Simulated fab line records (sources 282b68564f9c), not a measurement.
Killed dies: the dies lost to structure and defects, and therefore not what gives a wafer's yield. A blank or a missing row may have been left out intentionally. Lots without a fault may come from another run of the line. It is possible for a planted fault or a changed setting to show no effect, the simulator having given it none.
fab line records	flow rit_cmos
[record] lots = 5	wafers = 15	last_day = 7
route steps=202 shown CONTACT@179 M1@184
lots that met no fault: from a run of the same line without faults
start_h: hours from the record's first day to the start of the lot's first wafer shown	wait_h: hours elapsed since this lot's preceding step	" repeats the value in the row above	L1.1+2: a single row standing in for several wafers	- either no value or no given start	* or withheld: withheld	< > ~ a bound
route shown NAME@n: NAME is a module with steps in the file, n the number in the route of the first one	usual: mean/standard deviation taken from wafers without a fault	same: alike in all rows	chamber/n: place in a boat	sites: per-site readings	_std_site: standard deviation of those values	_edge_site: outer sites' mean less inner sites'	radius_mm: for every site, how far away it sits from the centre of the wafer	mask NAME#n: copy n	behind: the tool/chamber that last shaped the wafer	hold: reason for holding the lot/hours on hold/outcome of the hold	device: the n, p or np transistor that did not switch	end of line: the route-end tests of the same wafers	a step given without rows: its recipe and nothing more	killed: at the first sort, the dies lost to defects and structure; wafer yield is something else	map: a wafer's dies, x killed, . not, _ none there
set.NAME: the setting that was run; set.NAME@STEP: the one run at that earlier step	model.NAME: the simulator's own value behind a step, which no gauge read
lots at some steps of the route; a table a step, a row a wafer
services: when a tool's chamber went out of use (start_h, in hours from the record's first day, below 0 if earlier), for how many hours, and the reason
[[steps]]
[step RIT_CONTACT_ETCH_11]
[recipe] target_depth_a = 4800	over_etch_frac = 0.2	stop_on = TiSi2	chemistry = CHF3/CF4/Ar	target = SiO2	CHF3_flow_sccm = 50	cf4_flow_sccm = 10	Ar_flow_sccm = 100	O2_flow_sccm = 5	pressure_mtorr = 100	rf_w = 200	time_s = 320
[usual] cf4_flow_sccm = 9.999/0.028	drypump_motor_current_A = 5.9/0.49	oes_product_au = 0.989/0.01	throttle_valve_pct = 8.80/0.1
[same] over_etch_frac = 0.2
lot.wafer	tool	chamber	start_h	wait_h	cf4_flow_sccm	drypump_motor_current_A	oes_product_au	rf_hours_counter_h	throttle_valve_pct
L074.1	rie_diel-01	2	58.12	0.1	9.984	5.7	0.992	53	8.79
L074.3	"	3	"	"	10.003	5.8	0.984	37	8.76
L074.4	"	1	"	"	10.031	5.3	0.988	144	8.94
L083.4	rie_diel-01	1	104.97	0.1	10.015	5.3	1.000	145	8.92
L083.5	"	0	"	"	10.060	6.3	1.005	-	8.68
L083.6	"	1	"	"	10.022	5.3	0.986	-	8.96
L090.2	rie_diel-02	0	133.76	0.1	10.016	5.9	0.995	1	8.75
L090.4	"	3	"	"	10.065	6.3	0.959	8	8.71
L090.5	"	1	"	"	10.021	6.4	0.998	-	8.83
L096.1	rie_diel-02	1	166.81	0.1	9.983	6.4	0.986	61	8.82
L096.3	"	2	"	"	9.995	5.3	0.999	74	8.61
L096.5	"	3	"	"	9.988	6.3	0.966	-	8.72
L097.2	rie_diel-03	0	168.40	0.1	9.951	6.5	0.994	74	8.91
L097.3	"	1	"	"	10.015	6.4	0.982	31	8.92
L097.6	"	3	"	"	10.007	5.2	0.977	-	8.85
[step RIT_CONTACT_STRIP_12]
[recipe] chemistry = O2	time_s = 180	resist = NOVOLAK	platen_temp_c = withheld	power_w = 500	pressure_mtorr = 4000	o2_flow_sccm = 4000
[usual] drypump_motor_current_A = 5.41/0.25	o2_flow_sccm = 4000/12
lot.wafer	tool	chamber	start_h	wait_h	drypump_motor_current_A	o2_flow_sccm	rf_hours_counter_h
L074.1	plasma_asher-01	1	58.32	0.1	5.08	3996	26
L074.3	"	1	"	"	5.10	4001	-
L074.4	"	0	"	"	5.84	3974	-
L083.4	plasma_asher-02	0	105.22	0.2	5.59	3978	-
L083.5	"	0	"	"	5.58	3994	-
L083.6	"	1	"	"	5.43	4007	-
L090.2	plasma_asher-02	1	133.96	0.1	5.43	3980	48
L090.4	"	1	"	"	5.45	3996	-
L090.5	"	0	"	"	5.59	4010	-
L096.1	plasma_asher-01	1	167.00	0.1	5.09	4005	38
L096.3	"	1	"	"	5.09	4002	-
L096.5	"	1	"	"	5.08	4005	-
L097.2	plasma_asher-02	0	168.60	0.1	5.59	4008	52
L097.3	"	1	"	"	5.44	3994	-
L097.6	"	1	"	"	5.39	4008	-
[step RIT_CONTACT_CD_MEAS_90]
[recipe] target_cd_nm = 1000
[usual] cd_nm = 1000.5/2.1
lot.wafer	tool	chamber	start_h	wait_h	cd_nm
L074.1	cd_sem-01	-	58.49	0.1	998.3
L074.3	"	-	"	"	999.8
L074.4	"	-	"	"	997.8
L083.4	cd_sem-02	-	105.39	0.1	1003.3
L083.5	"	-	"	"	1004.0
L083.6	"	-	"	"	1003.9
L090.2	cd_sem-02	-	134.15	0.1	997.4
L090.4	"	-	"	"	998.0
L090.5	"	-	"	"	1001.0
L096.1	cd_sem-01	-	167.18	0.1	999.8
L096.3	"	-	"	"	999.8
L096.5	"	-	"	"	996.9
L097.2	cd_sem-01	-	168.79	0.1	1003.8
L097.3	"	-	"	"	1003.1
L097.6	"	-	"	"	1002.0
[step RIT_CONTACT_CLEAN_13]
[recipe] chemistry = SC1	mix = 3:3:50	time_s = 600	temp_c = 75
lot.wafer	tool	chamber	start_h	wait_h
L074.1+3+4	wet_bench-02	2	58.61	0.1
L083.4+5+6	wet_bench-02	2	105.45	0.0
L090.2+4+5	wet_bench-04	2	134.25	0.1
L096.1+3+5	wet_bench-02	1	167.30	0.1
L097.2+3+6	wet_bench-03	2	168.89	0.1
[step RIT_CONTACT_CLEAN_14]
[recipe] chemistry = SC2	mix = 3:3:50	time_s = 600	temp_c = 75	dry = n2_spin
lot.wafer	tool	chamber	start_h	wait_h
L074.1+3+4	wet_bench-04	1	58.79	0.0
L083.4+5+6	wet_bench-03	3	105.63	0.0
L090.2+4+5	wet_bench-03	0	134.60	0.0
L096.1+3+5	wet_bench-04	2	167.49	0.0
L097.2+3+6	wet_bench-04	2	169.07	0.0
[step RIT_M1_SPUTTER_00]
[recipe] material = Al	target_thk_nm = 400	power_w = 2000	chamber_pressure_pa = 0.4	gas = Ar	time_s = 488.3	substrate_temp_c = 25
[usual] throttle_valve_pct = 29.8/1.3
lot.wafer	tool	chamber	start_h	wait_h	throttle_valve_pct
L074.1	pvd_sputter-02	-	58.98	0.0	28.0
L074.3	"	-	"	"	31.7
L074.4	"	-	"	"	28.3
L083.4	pvd_sputter-04	-	105.80	0.0	29.9
L083.5	"	-	"	"	30.2
L083.6	"	-	"	"	29.8
L090.2	pvd_sputter-02	-	134.79	0.0	28.3
L090.4	"	-	"	"	31.8
L090.5	"	-	"	"	31.7
L096.1	pvd_sputter-03	-	167.67	0.0	31.9
L096.3	"	-	"	"	29.4
L096.5	"	-	"	"	32.1
L097.2	pvd_sputter-04	-	169.24	0.0	30.7
L097.3	"	-	"	"	30.1
L097.6	"	-	"	"	29.8
[step RIT_M1_RS_MEAS_01]
[recipe] thk_meas_gauge = four-point-probe	reads = Al_of_M1_SPUTTER_00
[usual] M1_AL_RS = 0.0751/0.00098
lot.wafer	tool	chamber	start_h	wait_h	M1_AL_RS[ohm/sq]
L074.1	film_metro-03	-	59.27	0.2	0.0741
L074.3	"	-	"	"	0.0736
L074.4	"	-	"	"	0.0720
L083.4	film_metro-04	-	106.16	0.2	0.0758
L083.5	"	-	"	"	0.0753
L083.6	"	-	"	"	0.0757
L090.2	film_metro-04	-	135.11	0.2	0.0758
L090.4	"	-	"	"	0.0759
L090.5	"	-	"	"	0.0758
L096.1	film_metro-02	-	167.96	0.2	0.0760
L096.3	"	-	"	"	0.0757
L096.5	"	-	"	"	0.0763
L097.2	film_metro-02	-	169.56	0.2	0.0741
L097.3	"	-	"	"	0.0758
L097.6	"	-	"	"	0.0754
[step RIT_M1_THK_MEAS_02]
[recipe] thk_meas_gauge = xrf	reads = Al_of_M1_SPUTTER_00
[usual] M1_AL_THK = 384/4.9
lot.wafer	tool	chamber	start_h	wait_h	M1_AL_THK[nm]
L074.1	film_metro-03	-	59.39	0.1	389
L074.3	"	-	"	"	389
L074.4	"	-	"	"	400
L083.4	film_metro-04	-	106.25	0.1	382
L083.5	"	-	"	"	383
L083.6	"	-	"	"	384
L090.2	film_metro-04	-	135.22	0.1	381
L090.4	"	-	"	"	382
L090.5	"	-	"	"	381
L096.1	film_metro-02	-	168.08	0.1	380
L096.3	"	-	"	"	378
L096.5	"	-	"	"	379
L097.2	film_metro-02	-	169.67	0.1	387
L097.3	"	-	"	"	380
L097.6	"	-	"	"	384
[step RIT_M1_HMDS_03]
[recipe] prime_time_s = 60	prime_temp_c = 140
[usual] resist_line_temp_C = 23.01/0.12
lot.wafer	tool	chamber	start_h	wait_h	resist_line_temp_C
L074.1	litho_track-01	0	59.45	0.1	22.96
L074.3	"	0	"	"	22.94
L074.4	"	0	"	"	22.98
L083.4	litho_track-03	0	106.35	0.1	23.12
L083.5	"	0	"	"	23.00
L083.6	"	0	"	"	23.10
L090.2	litho_track-03	0	135.29	0.1	23.08
L090.4	"	0	"	"	23.12
L090.5	"	0	"	"	23.08
L096.1	litho_track-01	0	168.14	0.1	23.17
L096.3	"	0	"	"	22.99
L096.5	"	0	"	"	23.13
L097.2	litho_track-03	0	169.74	0.1	23.06
L097.3	"	0	"	"	23.02
L097.6	"	0	"	"	23.08
[step RIT_M1_COAT_04]
[recipe] resist = NOVOLAK	spin_rpm = 2000	resist_thk_nm = 1300
[usual] dispense_pressure_kPa = 49/4.1	resist_line_temp_C = 23.04/0.11
lot.wafer	tool	chamber	start_h	wait_h	dispense_pressure_kPa	resist_line_temp_C
L074.1	litho_track-01	0	59.60	0.1	54	22.97
L074.3	"	0	"	"	54	22.93
L074.4	"	0	"	"	53	22.95
L083.4	litho_track-03	0	106.50	0.1	45	22.93
L083.5	"	0	"	"	45	23.04
L083.6	"	0	"	"	45	22.97
L090.2	litho_track-03	0	135.44	0.1	45	23.02
L090.4	"	0	"	"	45	22.84
L090.5	"	0	"	"	45	23.15
L096.1	litho_track-01	0	168.29	0.1	54	22.93
L096.3	"	0	"	"	54	23.04
L096.5	"	0	"	"	54	23.04
L097.2	litho_track-03	0	169.89	0.1	45	23.05
L097.3	"	0	"	"	45	23.07
L097.6	"	0	"	"	45	22.92
[step RIT_M1_SOFTBAKE_05]
[recipe] resist = NOVOLAK	temp_c = 90	time_s = 60
[usual] resist_line_temp_C = 23.01/0.1
lot.wafer	tool	chamber	start_h	wait_h	resist_line_temp_C
L074.1	litho_track-01	0	59.75	0.1	23.10
L074.3	"	0	"	"	23.04
L074.4	"	0	"	"	22.98
L083.4	litho_track-03	0	106.65	0.1	22.95
L083.5	"	0	"	"	22.92
L083.6	"	0	"	"	23.00
L090.2	litho_track-03	0	135.59	0.1	22.93
L090.4	"	0	"	"	23.04
L090.5	"	0	"	"	22.96
L096.1	litho_track-01	0	168.44	0.1	23.06
L096.3	"	0	"	"	23.17
L096.5	"	0	"	"	23.08
L097.2	litho_track-03	0	170.04	0.1	22.96
L097.3	"	0	"	"	22.91
L097.6	"	0	"	"	22.84
[step RIT_M1_EXPOSE_06]
[recipe] mask_id = M12	na = 0.6	source_shape = conventional	sigma_outer = 0.5	target_cd_nm = 2600	dose_mj = 250
[same] na = 0.6
lot.wafer	tool	chamber	start_h	wait_h	mask
L074.1+3+4	iline_stepper-01	0	60.03	0.2	M12#0
L083.4+5+6	iline_stepper-02	0	106.79	0.1	M12#0
L090.2+4+5	iline_stepper-01	0	135.74	0.1	M12#0
L096.1+3+5	iline_stepper-01	0	168.71	0.2	M12#0
L097.2+3+6	iline_stepper-01	0	170.18	0.1	M12#0
[step RIT_M1_PEB_07]
[recipe] resist = NOVOLAK	temp_c = withheld	time_s = withheld
[usual] resist_line_temp_C = *
lot.wafer	tool	chamber	start_h	wait_h	resist_line_temp_C
L074.1	litho_track-04	0	60.14	0.1	*
L074.3	"	0	"	"	*
L074.4	"	0	"	"	*
L083.4	litho_track-04	0	107.03	0.2	*
L083.5	"	0	"	"	*
L083.6	"	0	"	"	*
L090.2	litho_track-04	0	135.86	0.1	*
L090.4	"	0	"	"	*
L090.5	"	0	"	"	*
L096.1	litho_track-03	0	168.83	0.1	*
L096.3	"	0	"	"	*
L096.5	"	0	"	"	*
L097.2	litho_track-04	0	170.31	0.1	*
L097.3	"	0	"	"	*
L097.6	"	0	"	"	*
[step RIT_M1_DEVELOP_08]
[recipe] resist = NOVOLAK	develop_time_s = 70.99	dev_temp_c = 23
[usual] resist_line_temp_C = 23.02/0.11
lot.wafer	tool	chamber	start_h	wait_h	resist_line_temp_C
L074.1	litho_track-04	0	-	-	23.06
L074.3	"	0	"	"	23.11
L074.4	"	0	"	"	23.02
L083.4	litho_track-04	0	-	-	23.04
L083.5	"	0	"	"	23.10
L083.6	"	0	"	"	23.12
L090.2	litho_track-04	0	-	-	23.20
L090.4	"	0	"	"	23.08
L090.5	"	0	"	"	22.91
L096.1	litho_track-03	0	-	-	23.10
L096.3	"	0	"	"	23.10
L096.5	"	0	"	"	23.04
L097.2	litho_track-04	0	-	-	23.17
L097.3	"	0	"	"	23.16
L097.6	"	0	"	"	23.16
[step RIT_M1_CD_MEAS_09]
[recipe] target_cd_nm = 2600
[usual] cd_nm = 2600.4/2.1
lot.wafer	tool	chamber	start_h	wait_h	cd_nm
L074.1	cd_sem-01	-	60.46	-	2600.4
L074.3	"	-	"	"	2601.8
L074.4	"	-	"	"	2602.3
L083.4	cd_sem-01	-	107.33	-	2601.4
L083.5	"	-	"	"	2601.8
L083.6	"	-	"	"	2602.9
L090.2	cd_sem-02	-	136.17	-	2602.1
L090.4	"	-	"	"	2603.2
L090.5	"	-	"	"	2602.3
L096.1	cd_sem-01	-	169.14	-	2597.2
L096.3	"	-	"	"	2597.6
L096.5	"	-	"	"	2596.8
L097.2	cd_sem-01	-	170.62	-	2597.8
L097.3	"	-	"	"	2600.6
L097.6	"	-	"	"	2599.2
[step RIT_M1_OVL_MEAS_10]
[usual] M1_OVL = -0.3/1.3
lot.wafer	tool	chamber	start_h	wait_h	M1_OVL[nm]
L074.1	overlay-02	-	60.58	0.1	1.1
L074.3	"	-	"	"	-3.7
L074.4	"	-	"	"	-1.0
L083.4	overlay-02	-	107.41	0.1	-1.7
L083.5	"	-	"	"	-1.7
L083.6	"	-	"	"	-1.8
L090.2	overlay-01	-	136.28	0.1	-1.7
L090.4	"	-	"	"	-1.3
L090.5	"	-	"	"	-1.1
L096.1	overlay-01	-	169.26	0.1	2.3
L096.3	"	-	"	"	1.6
L096.5	"	-	"	"	0.2
L097.2	overlay-02	-	170.72	0.1	0.3
L097.3	"	-	"	"	1.4
L097.6	"	-	"	"	1.8
[step RIT_M1_HARDBAKE_11]
[recipe] resist = NOVOLAK	temp_c = 140	time_s = 120
[usual] resist_line_temp_C = 22.98/0.12
lot.wafer	tool	chamber	start_h	wait_h	resist_line_temp_C
L074.1	litho_track-01	0	60.61	0.0	22.91
L074.3	"	0	"	"	23.07
L074.4	"	0	"	"	23.10
L083.4	litho_track-03	0	107.55	0.1	22.97
L083.5	"	0	"	"	23.03
L083.6	"	0	"	"	22.77
L090.2	litho_track-01	0	136.35	0.1	22.86
L090.4	"	0	"	"	23.04
L090.5	"	0	"	"	22.95
L096.1	litho_track-03	0	169.30	0.0	22.89
L096.3	"	0	"	"	22.96
L096.5	"	0	"	"	22.97
L097.2	litho_track-04	0	170.79	0.1	22.73
L097.3	"	0	"	"	22.94
L097.6	"	0	"	"	22.87
[step RIT_M1_METAL_ETCH_12]
[recipe] stop_on = SiO2	chemistry = Cl2/BCl3	target = Al	time_s = 165	over_etch_frac = 0.5	pressure_mtorr = 100	target_depth_a = 6000	rf_w = 250	Cl2_flow_sccm = 60	bcl3_flow_sccm = 50
[usual] drypump_motor_current_A = 5.7/0.48	oes_product_au = 0.783/0.011	throttle_valve_pct = 8.25/0.087
[same] over_etch_frac = 0.5
lot.wafer	tool	chamber	start_h	wait_h	drypump_motor_current_A	oes_product_au	rf_hours_counter_h	throttle_valve_pct
L074.1	rie_metal-04	1	60.86	0.2	5.9	0.790	2.3	8.30
L074.3	"	0	"	"	5.4	0.772	-	8.51
L074.4	"	1	"	"	5.9	0.806	-	8.28
L083.4	rie_metal-04	1	107.84	0.2	5.9	0.783	-	8.29
L083.5	"	1	"	"	5.9	0.781	-	8.27
L083.6	"	1	"	"	5.9	0.786	-	8.29
L090.2	rie_metal-03	1	136.56	0.2	6.4	0.794	2.0	8.26
L090.4	"	0	"	"	5.8	0.783	-	8.12
L090.5	"	1	"	"	6.4	0.789	-	8.26
L096.1	rie_metal-03	0	169.55	0.2	5.8	0.777	1.3	8.13
L096.3	"	0	"	"	5.8	0.772	-	8.12
L096.5	"	1	"	"	6.4	0.797	-	8.26
L097.2	rie_metal-01	1	171.00	0.2	4.9	0.784	5.2	8.18
L097.3	"	0	"	"	5.5	0.771	-	8.25
L097.6	"	0	"	"	5.5	0.771	-	8.25
[step RIT_M1_STRIP_13]
[recipe] chemistry = nmp	resist = NOVOLAK	temp_c = 80	time_s = 600	dry = n2_spin
lot.wafer	tool	chamber	start_h	wait_h
L074.1+3+4	wet_bench-01	2	61.08	0.1
L083.4+5+6	wet_bench-03	3	108.00	0.1
L090.2+4+5	wet_bench-03	1	136.72	0.1
L096.1+3+5	wet_bench-02	0	169.71	0.1
L097.2+3+6	wet_bench-03	1	171.16	0.1
[step RIT_M1_STRIP_14]
[recipe] chemistry = O2	time_s = 180	platen_temp_c = withheld	power_w = 500	pressure_mtorr = 4000	o2_flow_sccm = 4000
[usual] drypump_motor_current_A = 5.8/0.67	o2_flow_sccm = 3998/11
lot.wafer	tool	chamber	start_h	wait_h	drypump_motor_current_A	o2_flow_sccm	rf_hours_counter_h
L074.1	plasma_asher-04	1	61.43	0.0	6.9	3984	43
L074.3	"	0	"	"	5.8	3997	-
L074.4	"	1	"	"	6.9	3970	-
L083.4	plasma_asher-04	0	108.23	0.1	5.8	4013	-
L083.5	"	0	"	"	5.8	4011	-
L083.6	"	1	"	"	6.9	3991	-
L090.2	plasma_asher-03	0	136.91	0.0	5.1	3989	2
L090.4	"	0	"	"	5.2	3986	-
L090.5	"	0	"	"	5.2	3992	-
L096.1	plasma_asher-04	1	169.90	0.0	6.9	3996	55
L096.3	"	1	"	"	6.9	4003	-
L096.5	"	0	"	"	5.8	3985	-
L097.2	plasma_asher-04	1	171.34	0.0	6.9	3995	55
L097.3	"	0	"	"	5.8	3987	-
L097.6	"	1	"	"	6.8	4005	-
[step RIT_M1_CD_MEAS_90]
[recipe] target_cd_nm = 2600
[usual] cd_nm = 2601.6/2.4
lot.wafer	tool	chamber	start_h	wait_h	cd_nm
L074.1	cd_sem-01	-	61.60	0.1	2604.0
L074.3	"	-	"	"	2604.2
L074.4	"	-	"	"	2605.4
L083.4	cd_sem-01	-	108.41	0.1	2601.4
L083.5	"	-	"	"	2602.7
L083.6	"	-	"	"	2603.5
L090.2	cd_sem-01	-	137.10	0.1	2601.7
L090.4	"	-	"	"	2604.2
L090.5	"	-	"	"	2601.4
L096.1	cd_sem-01	-	170.08	0.1	2601.1
L096.3	"	-	"	"	2601.3
L096.5	"	-	"	"	2598.4
L097.2	cd_sem-01	-	171.53	0.1	2597.4
L097.3	"	-	"	"	2604.1
L097.6	"	-	"	"	2603.2
[step RIT_M1_ANNEAL_15]
[recipe] temp_c = 450	time_s = 1800	ambient = forming_gas_H2N2
[usual] zone_power_centre_pct = 19.44/0.19
lot.wafer	tool	chamber	start_h	wait_h	zone_power_centre_pct
L074.1	furnace-02	0	61.72	0.1	18.96
L074.3	"	0	"	"	19.21
L074.4	"	0	"	"	19.53
L083.4	furnace-02	0	108.47	0.0	19.59
L083.5	"	0	"	"	19.51
L083.6	"	0	"	"	19.54
L090.2	furnace-02	0	137.20	0.1	19.65
L090.4	"	0	"	"	19.42
L090.5	"	0	"	"	19.79
L096.1	furnace-02	0	170.20	0.1	19.19
L096.3	"	0	"	"	19.63
L096.5	"	0	"	"	19.45
L097.2	furnace-02	0	171.70	0.1	19.62
L097.3	"	0	"	"	19.61
L097.6	"	0	"	"	19.13
[step RIT_M1_BOW_MEAS_16]
[recipe] mode = bow
[usual] M1_BOW = 18/6.8
lot.wafer	tool	chamber	start_h	wait_h	M1_BOW[um]
L074.1	film_metro-03	-	63.22	0.0	16
L074.3	"	-	"	"	9
L074.4	"	-	"	"	33
L083.4	film_metro-02	-	110.03	0.1	13
L083.5	"	-	"	"	20
L083.6	"	-	"	"	12
L090.2	film_metro-04	-	138.72	0.0	19
L090.4	"	-	"	"	30
L090.5	"	-	"	"	24
L096.1	film_metro-03	-	171.70	0.0	15
L096.3	"	-	"	"	11
L096.5	"	-	"	"	15
L097.2	film_metro-03	-	173.22	0.0	21
L097.3	"	-	"	"	24
L097.6	"	-	"	"	20
[step RIT_M1_PROBE_99]
[usual] defect_limited_yield = 97.3/1	killed_at_contacts = 0.0/0.16	killed_at_front_end = 7.1/2.7	killed_dies = 7.2/2.7	killed_open = 3.5/1.9	killed_short = 3.6/1.9	sort_bin_3_pad_short = 0.1/0.21	sort_bin_5_function = 1.6/0.73	sort_bin_6_memory = 1.0/0.64	sort_n_pass = 256.8/2.7	sort_yield_pct = 97.3/1
[same] gross_dies = 264	killed_at_M0_to_M3 = 0	killed_at_M4_up = 0	killed_at_back_side = 0	killed_at_other = 0
lot.wafer	tool	chamber	start_h	wait_h	defect_limited_yield[%]	killed_at_contacts	killed_at_front_end	killed_dies	killed_open	killed_short	sort_bin_3_pad_short[%]	sort_bin_5_function[%]	sort_bin_6_memory[%]	sort_n_pass	sort_yield_pct[%]
L074.1	prober-02	-	63.34	0.1	96.6	0	9	9	5	4	0.8	1.9	0.8	255.0	96.6
L074.3	prober-02	-	63.44	0.2	98.9	0	3	3	0	3	0	1.1	0	261.0	98.9
L074.4	prober-02	-	63.49	0.2	97.7	0	6	6	2	4	0.4	1.1	0.8	258.0	97.7
L083.4	prober-01	-	110.24	0.2	97.3	0	7	7	3	4	0	1.5	1.1	257.0	97.3
L083.5	prober-01	-	110.29	0.2	96.2	0	10	10	5	5	0.4	2.3	1.1	254.0	96.2
L083.6	prober-01	-	110.34	0.2	98.5	1	3	4	1	3	0	1.1	0.4	260.0	98.5
L096.1	prober-02	-	171.82	0.1	97.7	0	6	6	3	3	0	2.3	0	258.0	97.7
L096.3	prober-02	-	171.92	0.2	97.3	0	7	7	6	1	0	1.5	1.1	257.0	97.3
L096.5	prober-02	-	172.02	0.2	99.6	0	1	1	0	1	0	0.4	0	263.0	99.6
L097.2	prober-01	-	173.37	0.1	95.8	0	11	11	4	7	0.8	1.9	1.5	253.0	95.8
L097.3	prober-01	-	173.42	0.2	96.6	0	9	9	4	5	0	2.7	0.8	255.0	96.6
L097.6	prober-01	-	173.57	0.2	97.0	0	8	8	5	3	0.4	1.1	1.5	256.0	97.0
// killed by level:class
L074.1 GATE:geometric_particle:open=2 GATE:geometric_particle:short=2 SPACER:geometric_particle:open=2 FOX2:geometric_particle:short=1 SILICIDE:geometric_particle:short=1 SILICIDE:geometric_particle:open=1
L074.3 GATE:geometric_particle:short=2 SILICIDE:geometric_particle:short=1
L074.4 REOX:geometric_particle:short=2 SILICIDE:geometric_particle:open=2 GATE:geometric_particle:short=1 SILICIDE:geometric_particle:short=1
L083.4 SPACER:geometric_particle:short=2 FOX1:geometric_particle:open=1 GATE:geometric_particle:open=1 GATE:geometric_particle:short=1 REOX:geometric_particle:open=1 REOX:geometric_particle:short=1
L083.5 GATE:geometric_particle:short=4 GATE:geometric_particle:open=3 FOX1:geometric_particle:open=2 SPACER:geometric_particle:short=1
L083.6 GATE:geometric_particle:short=1 GATE:geometric_particle:open=1 REOX:geometric_particle:short=1 CONTACT:geometric_particle:short=1
L096.1 SPACER:geometric_particle:short=2 FOX2:geometric_particle:open=1 GATE:geometric_particle:open=1 REOX:geometric_particle:short=1 SPACER:geometric_particle:open=1
L096.3 GATE:geometric_particle:open=4 FOX1:geometric_particle:open=1 REOX:geometric_particle:open=1 SPACER:geometric_particle:short=1
L096.5 REOX:geometric_particle:short=1
L097.2 GATE:geometric_particle:short=4 SPACER:geometric_particle:short=2 SPACER:geometric_particle:open=2 SILICIDE:geometric_particle:open=2 FOX1:geometric_particle:short=1
L097.3 REOX:geometric_particle:short=4 REOX:geometric_particle:open=3 FOX1:geometric_particle:open=1 SILICIDE:geometric_particle:short=1
L097.6 GATE:geometric_particle:short=2 GATE:geometric_particle:open=2 REOX:geometric_particle:open=2 SILICIDE:geometric_particle:open=1 SILICIDE:geometric_particle:short=1
[[services]]
tool	chamber	start_h	hours	kind
plasma_asher-01	-	40.98	2.3	repair
plasma_asher-02	-	41.58	7.8	repair
rie_diel-03	-	57.93	0.6	repair
pvd_sputter-03	-	75.46	5.1	repair
rie_diel-02	0	76.36	-	clean
rie_diel-02	0	76.36	14.8	scheduled_down
rie_diel-02	0	76.36	14.8	vent_cycle
rie_metal-04	-	80.68	1.9	repair
rie_diel-02	3	87.02	10.5	repair
rie_metal-03	0	93.84	10.0	repair
rie_diel-01	1	95.27	5.7	repair
rie_diel-03	0	98.90	9.8	repair
rie_metal-03	0	108.50	14.3	repair
plasma_asher-03	-	108.75	9.0	pm
plasma_asher-03	0	108.75	9.0	vent_cycle
plasma_asher-03	1	108.75	9.0	vent_cycle
rie_diel-03	0	109.05	15.7	repair
plasma_asher-02	-	109.58	2.8	pm
rie_diel-02	-	115.48	14.6	pm
plasma_asher-03	0	117.75	-	clean
plasma_asher-03	1	117.75	-	clean
iline_stepper-01	-	153.81	1.7	pm
plasma_asher-03	-	166.44	2.8	pm
rie_diel-01	1	170.45	-	clean
[[key]]
fault none
